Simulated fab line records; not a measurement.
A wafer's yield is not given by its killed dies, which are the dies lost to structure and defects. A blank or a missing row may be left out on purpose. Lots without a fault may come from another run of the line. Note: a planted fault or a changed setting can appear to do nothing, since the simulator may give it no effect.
Chamber matching / flow rit cmos / RIT_SPACER_CLEAN_01 on wet bench-04 has 4 sister chambers
The step cleans in dHF, time 30 s. 14 wafers are shown with their chamber, then 7 later ones without.

== EACH WAFER AND ITS CHAMBER ==
wafer=L654.2; chamber=0; run length s (s)=61.5
wafer=L654.5; chamber=0; run length s (s)=61.5
wafer=L654.6; chamber=0; run length s (s)=61.5
wafer=L655.1; chamber=2; run length s (s)=62.2
wafer=L655.4; chamber=2; run length s (s)=62.2
wafer=L655.6; chamber=2; run length s (s)=62.2
wafer=L656.1; chamber=1; run length s (s)=63.3
wafer=L656.2; chamber=1; run length s (s)=63.3
wafer=L656.5; chamber=1; run length s (s)=63.3
wafer=L660.4; chamber=0; run length s (s)=57.1
wafer=L660.5; chamber=0; run length s (s)=57.1
wafer=L660.6; chamber=0; run length s (s)=57.1
wafer=L667.2; chamber=3; run length s (s)=63.4
wafer=L667.5; chamber=3; run length s (s)=63.4

SIGNATURES (means of the wafers above)
reading=run length s; chamber 0=59.300; chamber 1=63.300; chamber 2=62.200; chamber 3=63.400; scatter within a chamber=1.7
Rule: a wafer lies at a distance from a chamber equal to the root of the sum of squares, over the readings, of (its reading less the chamber's mean, divided by the reading's scatter). If the next closest chamber is less than 2 further off than the closest, the wafer can't be placed; otherwise it belongs to the closest. The scatter: take each reading less its chamber's mean, square it, sum over the shown wafers, divide by the number of wafers less the number of chambers, and take the root.

== WAFERS WITH NO CHAMBER GIVEN ==
wafer=L667.6; run length s (s)=63.4
wafer=L669.3; run length s (s)=62.0
wafer=L669.5; run length s (s)=62.0
wafer=L669.6; run length s (s)=62.0
wafer=L673.3; run length s (s)=57.3
wafer=L673.4; run length s (s)=57.3
wafer=L673.5; run length s (s)=57.3

== EACH ONE'S CHAMBER ==
wafer=L667.6; from the rows above=can't be placed: 3 or 1 or 2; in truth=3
wafer=L669.3; from the rows above=can't be placed: 2 or 1 or 3 or 0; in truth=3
wafer=L669.5; from the rows above=can't be placed: 2 or 1 or 3 or 0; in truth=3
wafer=L669.6; from the rows above=can't be placed: 2 or 1 or 3 or 0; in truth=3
wafer=L673.3; from the rows above=can't be placed: 0 or 2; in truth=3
wafer=L673.4; from the rows above=can't be placed: 0 or 2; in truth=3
wafer=L673.5; from the rows above=can't be placed: 0 or 2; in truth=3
0 of 7 placed correctly. Unplaceable from these rows: 7, with the true chamber sitting among the candidates in 4. Wrongly placed: 0.
